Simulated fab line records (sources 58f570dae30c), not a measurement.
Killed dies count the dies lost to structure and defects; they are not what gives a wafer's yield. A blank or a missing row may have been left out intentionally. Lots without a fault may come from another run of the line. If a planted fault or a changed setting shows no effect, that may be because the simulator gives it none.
Struck lot and sound lot, side by side :: flow berkeley cmos170 :: 14 steps out of a route of 331
Sound: wafers L386.1, L386.2, L386.4. The struck wafers were L378.2, L378.4, L378.6. The cause is named last.
Per side, at each step with rows, come the tool, then ch with its chambers, and then its first start. Under that, the readings that differ: sound wafers :: struck wafers :: difference of the means :: sigmas: that difference in standard deviations of wafers without a fault.
alike: a reading whose means differ by less than 2 such deviations, as well as words and numbers matching on both sides. not compared: withheld readings; readings where some wafer has no value; bounds like >300 that might hide an equal value; numbers whose values overlap and for which the record gives no deviation.
A row with sigmas, a row that says differs or no value, or rows on one side alone: a step with any of these is where the two part. Numbers that don't overlap but have no deviation are shown without sigmas and don't part them. A reading that every wafer of one side lacks parts them only if that side has two wafers or more.

first, 3 steps without rows for these wafers: UCB170_PFIELD_EXPOSE_03 (exposes mask PFIELD, target cd 1500 nm); UCB170_PFIELD_PEB_04; UCB170_PFIELD_DEVELOP_05 (develop time 45 s).
UCB170_PFIELD_OVL_MEAS_06:
  sound: overlay-01 at day 8 01:49; struck: overlay-02 at day 6 09:34
  alike: PFIELD_OVL
then, 1 step without rows for these wafers: UCB170_PFIELD_IMPLANT_07.
UCB170_PFIELD_STRIP_08: strips in O2.
  sound on plasma asher-01 ch 0,1, day 8 02:01; struck on plasma asher-03 ch 0,1, day 6 09:45
  alike: chamber pressure mTorr, drypump motor current A, oes product au, strip time to endpoint s
  not compared: rf hours counter h
UCB170_PFIELD_TW_MEAS_09:
  sound: film metro-03 at day 8 02:07; struck: film metro-01 at day 6 09:52
  alike: PFIELD_TW
then, 2 steps without rows for these wafers: UCB170_FIELD_CLEAN_00 (cleans in dHF, time 7.5 s); UCB170_FIELD_OXIDATION_01 (target thk 558.3 nm, ox time 7200 s).
UCB170_FIELD_THK_MEAS_02:
  sound: film metro-02 at day 8 07:32; struck: film metro-04 at day 6 15:12
  alike: FIELD_OXIDE_THK
then, 2 steps without rows for these wafers: UCB170_FIELD_ANNEAL_03 (time 1200 s); UCB170_FIELD_WET_ETCH_04 (etches SiO2 in dHF, time 60 s).
UCB170_FIELD_WET_ETCH_05: etches Si3N4 in H3PO4, time 12600 s.
  sound on wet bench-04 ch 1, day 8 14:22; struck on wet bench-04 ch 0, day 6 20:34
  no value came back on the struck wafers for bath guard temp C (C), bath heat duty pct (%); on the sound wafers bath guard temp C (C) reads 159.9 159.7 159.5
reading: model.Si3N4_of_ACTIVE_CVD_05.thk nm (nm)
sound: 0 0 0
struck: 213.7 214.8 215
difference: +214.5
sigmas: 

reading: model.SiO2_of_FIELD_OXIDATION_01.thk nm (nm)
sound: 478.7 488.6 490.2
struck: 533.1 535.1 523.4
difference: +44.7
sigmas: 
UCB170_FIELD_WET_ETCH_06: etches SiO2 in BOE, time 22 s.
  sound on wet bench-01 ch 0, day 8 18:11; struck on wet bench-01 ch 2, day 7 00:04
reading: model.SiO2_of_FIELD_OXIDATION_01.thk nm (nm)
sound: 428.5 438.2 440
struck: 483.9 485.9 473.8
difference: +45.6
sigmas: 
  alike: bath heat duty pct, run length s

## WHERE THEY PART
Only at UCB170_FIELD_WET_ETCH_05, within this record. Later steps at which nothing parts them and some readings are alike: UCB170_FIELD_WET_ETCH_06.

WHY: what had been put in by the simulator
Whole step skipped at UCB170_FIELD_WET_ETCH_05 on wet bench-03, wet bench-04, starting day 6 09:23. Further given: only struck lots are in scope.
